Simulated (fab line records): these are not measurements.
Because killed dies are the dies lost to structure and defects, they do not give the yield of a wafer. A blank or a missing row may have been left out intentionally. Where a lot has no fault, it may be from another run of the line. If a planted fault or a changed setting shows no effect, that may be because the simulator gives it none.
Struck lot and sound lot, side by side -- flow ritCmos -- 43 out of 202 route steps
Sound: wafers L107.1, L107.5, L107.6. The struck wafers were L115.1, L115.4, L115.5. The cause is given at the end.
Order at every step that has rows: each side's tool, ch and its chambers, its first start. Under that, the readings that differ: sound wafers -- struck wafers -- difference of the means -- sigmas: that difference in standard deviations of wafers without a fault.
alike: readings whose means differ by less than 2 such deviations, and words and numbers that are the same on both sides. not compared: withheld readings, readings that some wafer has no value for, bounds like >300 that may hide the same value, and numbers for which the record gives no deviation and whose values overlap.
The two part at a step that has a row with sigmas, a row that says differs or no value, or rows on one side only. Numbers that don't overlap but have no deviation are shown without sigmas and don't part them. A reading that every wafer of one side lacks parts them only if that side has two wafers or more.

RIT_GATE_THK_MEAS_07:
  struck on filmMetro-02, day 4 07:09; sound on filmMetro-02, day 2 17:22
  alike: GATE_OXIDE_THK
then, 1 step without rows for these wafers: RIT_GATE_CVD_08 (deposits poly-Si from SiH4, target thk 250 nm, time 2220 s).
RIT_GATE_THK_MEAS_09:
  struck on filmMetro-02, day 4 09:50; sound on filmMetro-04, day 2 19:02
  alike: GATE_POLY_THK
then, 6 steps without rows for these wafers: RIT_GATE_HMDS_10 (prime time 60 s); RIT_GATE_COAT_11 (resist thk 850 nm); RIT_GATE_SOFTBAKE_12 (time 60 s); RIT_GATE_EXPOSE_13 (exposes mask M6, target cd 150 nm); RIT_GATE_PEB_14; RIT_GATE_DEVELOP_15 (develop time 50 s).
RIT_GATE_CD_MEAS_16: target cd 150 nm.
  struck on cdSem-01, day 4 10:49; sound on cdSem-02, day 2 20:04
  alike: cdNm
RIT_GATE_OVL_MEAS_17:
  struck on overlay-02, day 4 10:56; sound on overlay-01, day 2 20:11
  alike: GATE_OVL
then, 1 step without rows for these wafers: RIT_GATE_HARDBAKE_18 (time 60 s).
RIT_GATE_ETCH_19: etches poly-Si in SF6/CHF3/O2, stops on SiO2, time 165 s, target depth 312.5 nm.
  sound on rieSi-01 ch 0,1,2, day 2 20:23; struck on rieSi-01 ch 0,1, day 4 11:07
  alike: chamberPressureMTorr, drypumpMotorCurrentA, oesProductAu, throttleValvePct
  not compared: rfHoursCounterH
RIT_GATE_STRIP_20: strips in O2, time 180 s.
  sound on plasmaAsher-01 ch 0,1, day 2 20:29; struck on plasmaAsher-02 ch 0,1, day 4 11:13
  alike: chamberPressureMTorr, drypumpMotorCurrentA, rfReflPowerW
  not compared: rfHoursCounterH
RIT_GATE_CD_MEAS_90: target cd 150 nm.
  struck on cdSem-02, day 4 11:23; sound on cdSem-01, day 2 20:40
  alike: cdNm
then, 4 steps without rows for these wafers: RIT_REOX_CLEAN_00 (cleans in SC1, time 600 s); RIT_REOX_CLEAN_01 (cleans in dHF, time 30 s); RIT_REOX_CLEAN_02 (cleans in SC2, time 600 s); RIT_REOX_OXIDATION_03 (target thk 25.2 nm, ox time 5580 s).
RIT_REOX_THK_MEAS_04:
  struck on filmMetro-01, day 4 14:27; sound on filmMetro-03, day 3 01:36
  alike: REOX_OXIDE_THK
then, 6 steps without rows for these wafers: RIT_NLDD_HMDS_00 (prime time 60 s); RIT_NLDD_COAT_01 (resist thk 1000 nm); RIT_NLDD_SOFTBAKE_02 (time 60 s); RIT_NLDD_EXPOSE_03 (exposes mask M7, target cd 40700 nm); RIT_NLDD_PEB_04; RIT_NLDD_DEVELOP_05 (develop time 50 s).
RIT_NLDD_OVL_MEAS_06:
  struck on overlay-02, day 4 15:29; sound on overlay-01, day 3 02:38
  alike: NLDD_OVL
then, 2 steps without rows for these wafers: RIT_NLDD_HARDBAKE_07 (time 60 s); RIT_NLDD_IMPLANT_08.
RIT_NLDD_STRIP_09: strips in O2, time 180 s.
  sound on plasmaAsher-03 ch 0,1, day 3 02:58; struck on plasmaAsher-04 ch 0, day 4 15:49
  alike: chamberPressureMTorr, drypumpMotorCurrentA, rfReflPowerW
  not compared: rfHoursCounterH
RIT_NLDD_TW_MEAS_10:
  struck on filmMetro-01, day 4 15:59; sound on filmMetro-03, day 3 03:12
reading,sound,struck,difference,sigmas
NLDD_TW,2476 2485 2489,2449 2454 2425,-41,-2
then, 6 steps without rows for these wafers: RIT_PLDD_HMDS_00 (prime time 60 s); RIT_PLDD_COAT_01 (resist thk 1000 nm); RIT_PLDD_SOFTBAKE_02 (time 60 s); RIT_PLDD_EXPOSE_03 (exposes mask M8, target cd 40900 nm); RIT_PLDD_PEB_04; RIT_PLDD_DEVELOP_05 (develop time 50 s).
RIT_PLDD_OVL_MEAS_06:
  struck on overlay-02, day 4 17:09; sound on overlay-02, day 3 04:07
  alike: PLDD_OVL
then, 2 steps without rows for these wafers: RIT_PLDD_HARDBAKE_07 (time 60 s); RIT_PLDD_IMPLANT_08.
RIT_PLDD_STRIP_09: strips in O2, time 180 s.
  sound on plasmaAsher-02 ch 0,1, day 3 04:31; struck on plasmaAsher-04 ch 0,1, day 4 17:36
  alike: chamberPressureMTorr, drypumpMotorCurrentA, rfReflPowerW
  not compared: rfHoursCounterH
RIT_PLDD_TW_MEAS_10:
  struck on filmMetro-02, day 4 17:46; sound on filmMetro-01, day 3 04:41
reading,sound,struck,difference,sigmas
PLDD_TW,2323 2321 2320,2365 2363 2357,+40,+2
RIT_M1_PROBE_99:
  only the struck wafers here have rows in the record (prober-02, day 5 07:20); the sound ones have none

WHERE THEY PART
First at RIT_NLDD_TW_MEAS_10; last, within this record, at RIT_M1_PROBE_99.

WHY: whatever the simulator had introduced
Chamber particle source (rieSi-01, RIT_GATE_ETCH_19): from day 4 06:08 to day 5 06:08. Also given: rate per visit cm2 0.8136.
